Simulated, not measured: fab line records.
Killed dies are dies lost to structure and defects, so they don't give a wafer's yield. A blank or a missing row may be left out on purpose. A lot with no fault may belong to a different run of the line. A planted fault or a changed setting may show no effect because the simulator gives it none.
fab line records	flow berkeley-cmos170
record lots=6	wafers=18	last-day=13
route steps=331 shown NLDD@161 SPACER@171
lots with no fault: from the same line, run without faults
start-h: hours from the record's opening day to when the first of the lot's shown wafers began	wait-h: how many hours have passed since the lot's step before this one	" repeats the value in the row above	L1.1+2: a single row standing in for several wafers	- either no value or no given start	* or withheld: withheld	< > ~ a bound
route shown NAME@n: NAME is a module with steps in the file, n the number in the route of the first one	usual: mean/standard deviation taken from wafers without a fault	same: alike in all rows	chamber/n: place in a boat	sites: the reading at each site	_std_site: how widely they spread, as a standard deviation	_edge_site: mean of outer sites minus mean of inner sites	radius-mm: for every site, how far away it sits from the centre of the wafer	mask NAME#n: copy n	behind: the tool/chamber that last shaped the wafer	hold: why the lot went on hold/how many hours it stayed there/how the hold came to an end	device: the transistor (n, p or np) that didn't switch	end of line: tests of these same wafers at the route's end	where a step has no rows: the recipe by itself	killed: count of dies lost to structure and defects at first sort (not the wafer's yield)	map: the dies of a wafer, with x for killed, . for not killed, _ for no die there
set.NAME: the setting the step ran with; set.NAME@STEP: the setting that earlier step ran with	model.NAME: the simulator's own value behind a step, which no gauge read
a table for each step, a row for each wafer; lots at some steps of the route
services: from which hour (start-h, from the record's first day; less than 0 if before it) a tool's chamber was out of use, for how many hours, and why
## steps
# step UCB170_NLDD_EXPOSE_03
# recipe mask-id=NSELECT	na=0.5	sigma-outer=0.6	source-shape=conventional	target-cd-nm=1200	dose-mj=30
# step UCB170_NLDD_PEB_04
# recipe peb-temp-c=130	peb-time-s=withheld	resist=KrF
# step UCB170_NLDD_DEVELOP_05
# recipe developer=TMAH	develop-time-s=45	resist=KrF	dev-temp-c=21
# step UCB170_NLDD_CD_MEAS_06
# recipe target-cd-nm=1200
# usual cd-nm=1200.3/1.3
lot.wafer	tool	chamber	start-h	wait-h	cd-nm
L636.1	cd-sem-01	-	167.45	-	1199.3
L636.3	"	-	"	"	1199.4
L636.4	"	-	"	"	1199.8
L640.3	cd-sem-02	-	187.86	-	1199.0
L640.5	"	-	"	"	1199.8
L640.6	"	-	"	"	1199.9
L645.2	cd-sem-01	-	211.86	-	1201.0
L645.3	"	-	"	"	1202.2
L645.4	"	-	"	"	1203.4
L646.1	cd-sem-01	-	212.52	-	1199.4
L646.2	"	-	"	"	1199.9
L646.4	"	-	"	"	1199.4
L655.1	cd-sem-01	-	259.69	-	1200.4
L655.4	"	-	"	"	1200.6
L655.5	"	-	"	"	1201.1
L657.1	cd-sem-02	-	259.84	-	1201.7
L657.3	"	-	"	"	1202.3
L657.4	"	-	"	"	1201.8
# step UCB170_NLDD_OVL_MEAS_07
# usual NLDD_OVL=0/4.9
lot.wafer	tool	chamber	start-h	wait-h	NLDD_OVL[nm]
L636.1	overlay-02	-	167.57	0.1	3
L636.3	"	-	"	"	4
L636.4	"	-	"	"	-4
L640.3	overlay-02	-	187.95	0.1	-7
L640.5	"	-	"	"	-4
L640.6	"	-	"	"	-8
L645.2	overlay-01	-	211.97	0.1	2
L645.3	"	-	"	"	-1
L645.4	"	-	"	"	-4
L646.1	overlay-02	-	212.64	0.1	9
L646.2	"	-	"	"	5
L646.4	"	-	"	"	6
L655.1	overlay-02	-	259.81	0.1	0
L655.4	"	-	"	"	2
L655.5	"	-	"	"	2
L657.1	overlay-01	-	259.96	0.1	2
L657.3	"	-	"	"	8
L657.4	"	-	"	"	3
# step UCB170_NLDD_IMPLANT_08
# recipe species=As	dose-cm2=5e+13	energy-kev=30	tilt-deg=7	rotation-deg=0
# step UCB170_NLDD_IMPLANT_09
# recipe species=As	dose-cm2=5e+13	energy-kev=30	tilt-deg=7	rotation-deg=180
# step UCB170_NLDD_STRIP_10
# recipe chemistry=O2	power-w=400	pressure-mtorr=3500	platen-temp-c=withheld	o2-flow-sccm=400	overash-fraction=0.5
# usual drypump-motor-current-A=5.5/0.42	oes-product-au=0.734/0.0047	strip-time-to-endpoint-s=21.62/0.064
lot.wafer	tool	chamber	start-h	wait-h	drypump-motor-current-A	oes-product-au	rf-hours-counter-h	strip-time-to-endpoint-s
L636.1	plasma-asher-03	0	167.91	0.1	4.8	0.742	5	21.52
L636.3	"	1	"	"	5.6	0.739	-	21.60
L636.4	"	0	"	"	4.8	0.736	-	21.56
L640.3	plasma-asher-01	1	188.31	0.1	6.0	0.729	-	21.62
L640.5	"	1	"	"	6.0	0.733	-	21.60
L640.6	"	0	"	"	6.0	0.732	-	21.56
L645.2	plasma-asher-01	1	212.30	0.1	6.0	0.737	51	21.71
L645.3	"	1	"	"	6.0	0.736	-	21.56
L645.4	"	0	"	"	6.0	0.732	-	21.63
L646.1	plasma-asher-03	0	212.98	0.1	4.8	0.731	10	21.69
L646.2	"	1	"	"	5.6	0.726	10	21.73
L646.4	"	1	"	"	5.6	0.740	-	21.69
L655.1	plasma-asher-03	1	260.14	0.1	5.6	0.732	15	21.53
L655.4	"	1	"	"	5.6	0.731	-	21.53
L655.5	"	1	"	"	5.6	0.735	-	21.51
L657.1	plasma-asher-01	1	260.30	0.1	6.0	0.741	57	21.64
L657.3	"	0	"	"	6.0	0.742	-	21.63
L657.4	"	1	"	"	6.0	0.734	-	21.55
# step UCB170_NLDD_TW_MEAS_11
# usual NLDD_TW=2210/16
lot.wafer	tool	chamber	start-h	wait-h	NLDD_TW
L636.1	film-metro-02	-	168.01	0.1	2193
L636.3	"	-	"	"	2202
L636.4	"	-	"	"	2185
L640.3	film-metro-02	-	188.45	0.1	2199
L640.5	"	-	"	"	2193
L640.6	"	-	"	"	2196
L645.2	film-metro-03	-	212.41	0.1	2226
L645.3	"	-	"	"	2234
L645.4	"	-	"	"	2221
L646.1	film-metro-02	-	213.08	0.1	2206
L646.2	"	-	"	"	2205
L646.4	"	-	"	"	2216
L655.1	film-metro-03	-	260.24	0.1	2223
L655.4	"	-	"	"	2224
L655.5	"	-	"	"	2229
L657.1	film-metro-02	-	260.40	0.1	2199
L657.3	"	-	"	"	2204
L657.4	"	-	"	"	2189
# step UCB170_NLDD_CLEAN_12
# recipe chemistry=SPM	temp-c=120	time-s=600
# step UCB170_SPACER_CVD_00
# recipe material=SiO2	target-thk-nm=376	temp-c=390	precursor=TEOS/O2	time-s=47	rf-w=550	pressure-mtorr=9000
# usual heater-power-w=261/50
lot.wafer	tool	chamber	start-h	wait-h	heater-power-w
L636.1	pecvd-02	2	168.26	0.0	190
L636.3	"	1	"	"	240
L636.4	"	0	"	"	201
L640.3	pecvd-04	1	188.72	0.0	252
L640.5	"	0	"	"	306
L640.6	"	2	"	"	251
L645.2	pecvd-04	0	212.63	0.0	255
L645.3	"	2	"	"	270
L645.4	"	1	"	"	251
L646.1	pecvd-03	1	213.31	0.0	305
L646.2	"	0	"	"	368
L646.4	"	1	"	"	312
L655.1	pecvd-02	0	260.55	0.0	242
L655.4	"	1	"	"	252
L655.5	"	0	"	"	163
L657.1	pecvd-03	2	260.73	0.0	292
L657.3	"	0	"	"	298
L657.4	"	1	"	"	284
# step UCB170_SPACER_THK_MEAS_01
# recipe reads=SiO2_of_SPACER_CVD_00
# usual SPACER_TEOS_THK=376/5.2
lot.wafer	tool	chamber	start-h	wait-h	SPACER_TEOS_THK[nm]
L636.1	film-metro-01	-	168.30	0.0	365
L636.3	"	-	"	"	372
L636.4	"	-	"	"	377
L640.3	film-metro-04	-	188.78	0.0	382
L640.5	"	-	"	"	383
L640.6	"	-	"	"	387
L645.2	film-metro-03	-	212.69	0.0	372
L645.3	"	-	"	"	373
L645.4	"	-	"	"	381
L646.1	film-metro-04	-	213.36	0.0	377
L646.2	"	-	"	"	379
L646.4	"	-	"	"	383
L655.1	film-metro-04	-	260.59	0.0	369
L655.4	"	-	"	"	378
L655.5	"	-	"	"	378
L657.1	film-metro-04	-	260.77	0.0	367
L657.3	"	-	"	"	377
L657.4	"	-	"	"	385
# step UCB170_SPACER_ANNEAL_02
# recipe temp-c=900	time-s=1800	ambient=N2
# usual spike-tc-centre-C=902.6/1.9	spike-tc-load-C=929.4/2.6	tube-center-temp-C=900/0.086
lot.wafer	tool	chamber	start-h	wait-h	spike-tc-centre-C	spike-tc-load-C	tube-center-temp-C
L636.1	furnace-04	0	172.33	4.0	906.5	926.6	900.18
L636.3	"	0	"	"	902.4	928.7	899.96
L636.4	"	0	"	"	904.0	929.8	899.99
L640.3	furnace-02	0	191.34	2.5	902.5	932.9	899.88
L640.5	"	0	"	"	903.2	930.5	899.88
L640.6	"	0	"	"	903.6	930.2	899.97
L645.2	furnace-02	-	216.52	3.8	-	-	-
L645.3	"	-	"	"	-	-	-
L645.4	"	-	"	"	-	-	-
L646.1	furnace-02	-	216.52	3.2	-	-	-
L646.2	"	-	"	"	-	-	-
L646.4	"	-	"	"	-	-	-
L655.1	furnace-02	0	263.94	3.3	904.6	932.1	899.98
L655.4	"	0	"	"	904.7	931.8	899.83
L655.5	"	0	"	"	903.5	931.1	900.06
L657.1	furnace-02	0	263.94	3.2	903.6	931.6	899.98
L657.3	"	0	"	"	902.8	932.4	899.86
L657.4	"	0	"	"	903.5	931.5	899.92
# step UCB170_SPACER_ETCHBACK_03
# recipe stop-on=Si	target=SiO2	chemistry=CHF3/CF4/Ar	CHF3_flow_sccm=50	cf4-flow-sccm=10	Ar_flow_sccm=120	pressure-mtorr=200	rf-w=500	target-depth-a=3760	time-s=100
# usual CHF3_flow_sccm=49.99/0.15	drypump-motor-current-A=5.8/0.33	mfc-ar-sccm=120.0/0.36	oes-product-au=0.903/0.015	throttle-valve-pct=6.46/0.12
lot.wafer	tool	chamber	start-h	wait-h	CHF3_flow_sccm	drypump-motor-current-A	mfc-ar-sccm	oes-product-au	rf-hours-counter-h	throttle-valve-pct
L636.1	rie-diel-03	3	173.83	0.0	49.99	5.6	119.9	0.865	95	6.28
L636.3	"	1	"	"	49.66	5.9	119.5	0.891	10	6.61
L636.4	"	1	"	"	50.05	5.9	119.8	0.895	-	6.60
L640.3	rie-diel-02	0	192.91	0.1	49.83	5.8	120.4	0.913	16	6.51
L640.5	"	3	"	"	49.93	6.1	120.1	0.899	-	6.62
L640.6	"	0	"	"	49.74	5.8	120.4	0.914	-	6.50
L645.2	rie-diel-02	3	218.02	0.0	50.12	6.1	120.2	0.885	9	6.63
L645.3	"	0	"	"	49.84	5.8	119.9	0.896	18	6.50
L645.4	"	2	"	"	49.76	6.3	119.7	0.909	76	6.46
L646.1	rie-diel-03	0	218.02	0.0	50.06	5.9	119.7	0.908	22	6.47
L646.2	"	1	"	"	49.71	5.9	119.9	0.899	12	6.60
L646.4	"	3	"	"	50.28	5.6	119.6	0.893	97	6.28
L655.1	rie-diel-02	3	265.44	0.0	50.04	6.1	119.4	0.875	11	6.63
L655.4	"	0	"	"	49.79	5.8	119.7	0.898	-	6.52
L655.5	"	2	"	"	49.55	6.2	120.5	0.897	-	6.46
L657.1	rie-diel-03	2	265.44	0.0	49.67	5.6	120.2	0.904	62	6.31
L657.3	"	0	"	"	49.76	5.9	120.4	0.907	24	6.45
L657.4	"	3	"	"	49.92	5.5	120.1	0.892	100	6.28
## services
tool	chamber	start-h	hours	kind
plasma-asher-03	-	152.87	0.6	repair
pecvd-04	-	156.91	1.1	repair
rie-diel-03	0	162.03	13.4	repair
pecvd-03	-	168.32	1.9	repair
pecvd-02	-	181.34	61.5	repair
furnace-04	-	182.93	6.0	pm
rie-diel-02	3	186.09	5.8	repair
rie-diel-02	3	195.45	7.5	repair
pecvd-04	-	196.74	1.3	repair
pecvd-02	-	203.34	0.6	repair
furnace-04	-	207.38	3.4	pm
plasma-asher-03	-	233.96	5.4	repair
rie-diel-03	1	239.10	4.1	repair
pecvd-04	-	242.50	14.0	pm
pecvd-04	0	242.50	14.0	vent-cycle
pecvd-04	1	242.50	14.0	vent-cycle
pecvd-04	2	242.50	14.0	vent-cycle
pecvd-03	-	243.30	1.3	repair
furnace-02	-	246.27	3.5	pm
rie-diel-02	1	247.23	30.3	repair
pecvd-04	0	256.50	-	clean
pecvd-04	1	256.50	-	clean
pecvd-04	2	256.50	-	clean
## key
first-sign step=UCB170_SPACER_ANNEAL_02	reading=tool-record	direction=missing
effect none on later readings
met-at UCB170_SPACER_ANNEAL_02
struck-wafers L645.2,L645.3,L645.4,L646.1,L646.2,L646.4
later-rows-left-out L645.2,L645.3,L645.4,L646.1,L646.2,L646.4
sort-left-out L645.2,L645.3,L645.4,L646.1,L646.2,L646.4
tester-left-out L645,L646
onset-between 191.34 216.52
fault kind=skipped-step-whole	tool=furnace-02	chamber=-	onset-h=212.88	steps=UCB170_SPACER_ANNEAL_02	scope=struck-lots-only
# tester-left-out: of these lots the tester's yield and bins aren't shown, on N5 and GAA mostly nor the transistor test; their killed dies are dies lost to structure and defects alone, not to doping, threshold or leakage, so they don't give the yield
# sort-left-out: the simulated sort isn't trusted on such a fault, so these wafers' sort isn't shown, and their yield isn't known
# later-rows-left-out: the simulator's readings of these wafers behind a module that went badly wrong aren't trusted and aren't shown, but for the sort
